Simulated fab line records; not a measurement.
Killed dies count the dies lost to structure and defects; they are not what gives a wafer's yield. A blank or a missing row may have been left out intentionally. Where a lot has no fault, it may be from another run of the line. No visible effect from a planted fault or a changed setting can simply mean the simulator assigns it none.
Which of the tools did it? -- flow rit_cmos -- 14 lots, 42 wafers sampled, at 5 steps of a route of 202

## WHAT THE GAUGES SHOWED, per wafer
RIT_NWELL_TW_MEAS_10.
lot,measured,on,NWELL_TW
L107,day 1 21:10,film_metro-03,2141 2152 2140
L109,day 2 06:46,film_metro-02,2171 2184 2187
L110,day 2 12:56,film_metro-02,2180 2186 2182
L113,day 3 03:04,film_metro-04,2115 2104 2109
L114,day 3 09:17,film_metro-03,2144 2148 2139
L115,day 3 14:16,film_metro-04,2112 2109 2123
L117,day 4 00:32,film_metro-04,2119 2120 2111
L119,day 4 09:27,film_metro-04,2128 2115 2115
L120,day 4 13:52,film_metro-04,2123 2124 2115
L125,day 5 15:31,film_metro-02,2164 2166 2164
L127,day 6 06:11,film_metro-04,2125 2117 2121
L128,day 6 07:44,film_metro-04,2119 2108 2117
L129,day 6 12:30,film_metro-04,2119 2116 2114
L130,day 6 20:53,film_metro-03,2172 2152 2153

RIT_PWELL_OVL_MEAS_06.
lot,measured,on,PWELL_OVL (nm)
L107,day 1 22:05,overlay-01,-3.2 -1.8 -1.4
L109,day 2 07:45,overlay-02,-2.4 -1.4 -1.8
L110,day 2 14:00,overlay-02,-1.8 -2.9 -1.2
L113,day 3 04:13,overlay-02,-1.2 -0.6 -3.3
L114,day 3 10:13,overlay-01,-0.8 -0.5 -0.7
L115,day 3 15:13,overlay-01,-0.6 -0.3 -2.8
L117,day 4 01:37,overlay-01,0.1 0.9 1.2
L119,day 4 10:31,overlay-01,-0.5 -0.2 2.5
L120,day 4 15:01,overlay-02,-2.1 -2.9 -1.2
L125,day 5 16:31,overlay-01,0.2 -1.0 1.0
L127,day 6 07:08,overlay-02,-1.1 -0.8 0.4
L128,day 6 08:40,overlay-02,-0.4 -0.9 -0.5
L129,day 6 13:34,overlay-01,0.2 -0.7 -1.3
L130,day 6 21:58,overlay-02,-1.0 -0.5 -1.1

RIT_GATE_THK_MEAS_07.
lot,measured,on,GATE_OXIDE_THK (nm)
L107,day 2 09:27,film_metro-03,3.01 2.98 3.03
L109,day 2 20:00,film_metro-01,2.99 2.97 2.91
L110,day 3 01:38,film_metro-03,3.01 3.07 3.00
L113,day 3 15:44,film_metro-04,2.97 2.98 2.93
L114,day 3 23:07,film_metro-01,2.98 2.96 2.98
L115,day 4 02:39,film_metro-04,3.02 3.11 3.00
L117,day 4 12:39,film_metro-01,3.14 3.05 3.07
L119,day 4 21:58,film_metro-04,3.09 3.07 3.04
L120,day 5 02:49,film_metro-01,3.11 3.10 2.99
L125,day 6 08:43,film_metro-03,5.07 5.03 4.98
L127,day 6 21:49,film_metro-01,4.91 4.92 4.92
L128,day 6 20:29,film_metro-03,3.12 3.08 3.09
L129,day 7 05:49,film_metro-03,3.05 3.11 3.05
L130,day 7 11:10,film_metro-04,3.02 3.03 2.95

RIT_GATE_OVL_MEAS_17.
lot,measured,on,GATE_OVL (nm)
L107,day 2 12:09,overlay-01,1.2 2.8 2.1
L109,day 2 23:33,overlay-02,3.4 2.3 4.3
L110,day 3 04:44,overlay-01,-0.5 -1.5 2.5
L113,day 3 18:34,overlay-01,-2.0 0.8 -0.1
L114,day 4 02:37,overlay-02,-0.6 0.3 1.2
L115,day 4 05:21,overlay-02,0.5 -1.3 -2.0
L117,day 4 15:29,overlay-01,-0.3 -0.9 0.3
L119,day 5 00:47,overlay-01,-0.9 -3.0 -1.5
L120,day 5 05:39,overlay-02,2.3 1.9 1.8
L125,day 6 12:53,overlay-02,0.3 0.4 2.8
L127,day 7 01:08,overlay-02,2.9 2.9 2.1
L128,day 6 23:41,overlay-02,-0.5 -0.3 0.3
L129,day 7 08:32,overlay-02,-2.3 -2.6 -2.5
L130,day 7 14:05,overlay-02,1.5 3.4 1.1

## EACH LOT AND THE TOOL THAT RAN IT (in order: tool; ch and the chambers of the sampled wafers; start)
lot,RIT_GATE_OXIDATION_05
L107,"furnace-04 ch 0, day 2 08:07"
L109,"furnace-03 ch 0, day 2 17:35"
L110,"furnace-04 ch 0, day 3 00:19"
L113,"furnace-04 ch 0, day 3 14:14"
L114,"furnace-04 ch 0, day 3 21:47"
L115,"furnace-01 ch 0, day 4 01:19"
L117,"furnace-04 ch 0, day 4 11:19"
L119,"furnace-01 ch 0, day 4 20:38"
L120,"furnace-01 ch 0, day 5 00:53"
L125,"furnace-03 ch 0, day 6 04:52"
L127,"furnace-04 ch 0, day 6 19:10"
L128,"furnace-04 ch 0, day 6 19:10"
L129,"furnace-04 ch 0, day 7 01:33"
L130,"furnace-04 ch 0, day 7 09:02"
- RIT_GATE_OXIDATION_05: target thk 3 nm, ox time 270 s.

## AS READ BY THE TOOLS THEMSELVES (means over the sampled wafers that have a number; for cases with no such wafer, the mark the record gives instead)
RIT_GATE_OXIDATION_05.
lot,tool,ox_temp_c_max,spike_tc_load_C (C),zone_power_source_pct (%)
L107,furnace-04,902.6,924.7,26.6
L109,furnace-03,904.2,925.3,24.9
L110,furnace-04,903.2,924.6,26.3
L113,furnace-04,902.2,925.1,26.3
L114,furnace-04,902.2,926.1,26.3
L115,furnace-01,902.5,929.4,25.4
L117,furnace-04,902.5,925.2,26.5
L119,furnace-01,902.1,928.4,25.4
L120,furnace-01,901.9,928.9,25.5
L125,furnace-03,905.5,924.5,24.9
L127,furnace-04,901.9,925.5,26.7
L128,furnace-04,902.1,925.6,26.5
L129,furnace-04,902.5,924.9,26.5
L130,furnace-04,901.8,925.2,26.5

## THE ANSWER, worked out from the rows above alone
Rule: what is usual is taken from the lots themselves. The widest of any qualifying gaps counts: lots, ordered by their means at a reading, are off when they make up no more than a third of the lots, leave a main group of 4 or more, and stand apart from it by 3 or more times the standard deviation of that group's means. A main group is skipped when, at the precision printed for the reading in the tables above, its means are all equal. Also off: a lot with no number at a reading for which 4 or more lots have one. The other lots that the step has rows for count as sound. First the gauges in route order, then the tools' own readings, where a lot's mean is used as printed above. At the first step where some lot is off, the reading lying furthest off is the one used; lots without a number count as furthest.
Off: L125, L127, seen at RIT_GATE_THK_MEAS_07 (GATE_OXIDE_THK). Mean 3.03 nm and standard deviation 0.047 in the main group.
A tool fits if, at a process step before that reading, it ran every lot that is off, and no sound lot after the first of them. Those tools and the gauges at RIT_GATE_THK_MEAS_07 are tried in the same way. No candidate that was tried fits.

## WHAT HAD BEEN PUT IN BY THE SIMULATOR
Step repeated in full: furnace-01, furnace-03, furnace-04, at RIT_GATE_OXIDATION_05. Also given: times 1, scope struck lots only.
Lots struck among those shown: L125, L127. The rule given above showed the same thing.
